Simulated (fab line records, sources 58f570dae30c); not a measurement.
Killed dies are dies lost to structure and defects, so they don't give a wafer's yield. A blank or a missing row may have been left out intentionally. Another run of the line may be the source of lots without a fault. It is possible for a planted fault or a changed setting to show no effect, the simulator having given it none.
Which tool was responsible?	flow berkeley-cmos170	14 lots with 42 wafers sampled at 3 steps, on a route of 331 steps

## WHAT THE GAUGES READ, wafer by wafer
UCB170_SDANNEAL_RS_MEAS_03: measurement is done with a four-point probe. Usual: NSD_RS gives 37.24 ohm/sq (standard deviation 0.086).
lot	measured	on	NSD_RS (ohm/sq)	flag
L887	day 7 09:40	film-metro-02	37.21 37.30 37.35	
L892	day 8 04:49	film-metro-02	37.13 37.11 37.13	
L891	day 8 04:56	film-metro-04	37.31 37.27 37.28	
L889	day 8 05:17	film-metro-02	37.23 37.19 37.20	
L896	day 8 16:31	film-metro-02	37.30 37.33 37.37	
L895	day 8 14:05	film-metro-02	37.21 37.25 37.21	
L893	day 8 18:13	film-metro-03	37.03 37.17 37.15	
L897	day 8 21:38	film-metro-04	37.31 37.32 37.39	
L898	day 9 16:10	film-metro-02	37.33 37.22 37.26	
L900	day 10 06:05	film-metro-04	37.15 37.09 37.24	
L902	day 10 06:25	film-metro-03	37.21 37.18 37.20	
L905	day 10 08:22	film-metro-03	37.26 37.17 37.38	
L903	day 10 08:35	film-metro-02	37.19 37.18 37.14	
L910	day 11 23:43	film-metro-02	37.28 37.09 37.24	

## TOOL THAT RAN EACH LOT (tool first, then ch and the chambers of the sampled wafers, then the start)
lot	UCB170_NLDD_IMPLANT_08	UCB170_NLDD_STRIP_10
L887	implanter-03 ch 0, day 6 21:22	plasma-asher-03 ch 0,1, day 6 21:38
L892	implanter-03 ch 0, day 7 13:38	plasma-asher-03 ch 0,1, day 7 13:56
L891	implanter-02 ch 0, day 7 13:52	plasma-asher-01 ch 0,1, day 7 14:10
L889	implanter-01 ch 0, day 7 14:14	plasma-asher-02 ch 0,1, day 7 14:32
L896	implanter-01 ch 0, day 8 00:57	plasma-asher-03 ch 0,1, day 8 01:15
L895	implanter-02 ch 0, day 8 01:32	plasma-asher-02 ch 1, day 8 01:48
L893	implanter-03 ch 0, day 8 06:21	plasma-asher-03 ch 0,1, day 8 06:38
L897	implanter-02 ch 0, day 8 12:40	plasma-asher-02 ch 0,1, day 8 12:58
L898	implanter-02 ch 0, day 9 03:31	plasma-asher-01 ch 0,1, day 9 03:49
L900	implanter-01 ch 0, day 9 19:18	plasma-asher-01 ch 0,1, day 9 19:34
L902	implanter-01 ch 0, day 9 20:13	plasma-asher-02 ch 0,1, day 9 20:31
L905	implanter-03 ch 0, day 9 22:20	plasma-asher-01 ch 0,1, day 9 22:38
L903	implanter-02 ch 0, day 9 22:53	plasma-asher-02 ch 0,1, day 9 23:11
L910	implanter-03 ch 0, day 11 12:35	plasma-asher-03 ch 0,1, day 11 12:53
- UCB170_NLDD_IMPLANT_08
- UCB170_NLDD_STRIP_10: strips in O2.

## WHAT THE TOOLS THEMSELVES READ (means of the sampled wafers that have a number; where no wafer has one, the mark that the record gives instead)
UCB170_NLDD_IMPLANT_08. Usual: tilt-deg 6.996 degrees, standard deviation 0.019.
lot	tool	tilt-deg (degrees)	flag
L887	implanter-03	6.993	
L892	implanter-03	6.998	
L891	implanter-02	6.989	
L889	implanter-01	7.011	
L896	implanter-01	7.005	
L895	implanter-02	6.995	
L893	implanter-03	7.024	
L897	implanter-02	6.997	
L898	implanter-02	7.452	OFF
L900	implanter-01	7.002	
L902	implanter-01	6.992	
L905	implanter-03	7.012	
L903	implanter-02	7.449	OFF
L910	implanter-03	6.980	

UCB170_NLDD_STRIP_10. Usual: drypump-motor-current-A 5.7 A, standard deviation 0.46; oes-product-au 0.734 a.u., standard deviation 0.0043; strip-time-to-endpoint-s 21.66 s, standard deviation 0.068.
lot	tool	drypump-motor-current-A (A)	oes-product-au (a.u.)	strip-time-to-endpoint-s (s)	flag
L887	plasma-asher-03	5.8	0.737	21.62	
L892	plasma-asher-03	5.8	0.734	21.62	
L891	plasma-asher-01	5.6	0.733	21.61	
L889	plasma-asher-02	5.4	0.736	21.64	
L896	plasma-asher-03	6.1	0.737	21.63	
L895	plasma-asher-02	6.0	0.731	21.54	
L893	plasma-asher-03	5.8	0.737	21.65	
L897	plasma-asher-02	5.4	0.733	21.62	
L898	plasma-asher-01	5.3	0.733	21.65	
L900	plasma-asher-01	5.6	0.737	21.57	
L902	plasma-asher-02	5.7	0.735	21.72	
L905	plasma-asher-01	5.6	0.742	21.67	
L903	plasma-asher-02	5.7	0.732	21.75	
L910	plasma-asher-03	6.1	0.734	21.59	

## THE ANSWER, worked out from the rows above alone
Rule: a lot is off if the mean of its wafers that have a number lies more than 3 standard deviations from the usual mean. Also off: a lot with no number at a reading for which 4 or more lots have one. All remaining lots with rows at the step are treated as sound. After the gauges, taken in route order, come the tools' own readings; for these a lot's mean is taken, as printed above. At the first step where some lot is off, the reading lying furthest off is the one used; lots without a number count as furthest.
Off, at UCB170_NLDD_IMPLANT_08 on tilt-deg: L898, L903.
A tool fits if, at that step or a process step before it, it ran every lot that is off, and no sound lot after the first of them. One fits: implanter-02 at UCB170_NLDD_IMPLANT_08. Its last sound lot is L897 (day 8 12:40), its first lot that is off L898 (day 9 03:31): a fault that began between those two fits.
The tool's own readings at UCB170_NLDD_IMPLANT_08 bear it out: on the lots that are off they differ by more than 5 times the standard deviation of the sound lots' means. tilt-deg reads 7.450 degrees there against 7.000 degrees on the sound lots.

## WHAT THE SIMULATOR HAD INSERTED
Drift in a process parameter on implanter-02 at UCB170_NLDD_IMPLANT_08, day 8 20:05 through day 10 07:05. Setting tilt-deg, moved by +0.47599, from 7. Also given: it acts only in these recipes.
Struck lots among those shown: L898, L903. The same result came from the rule above.
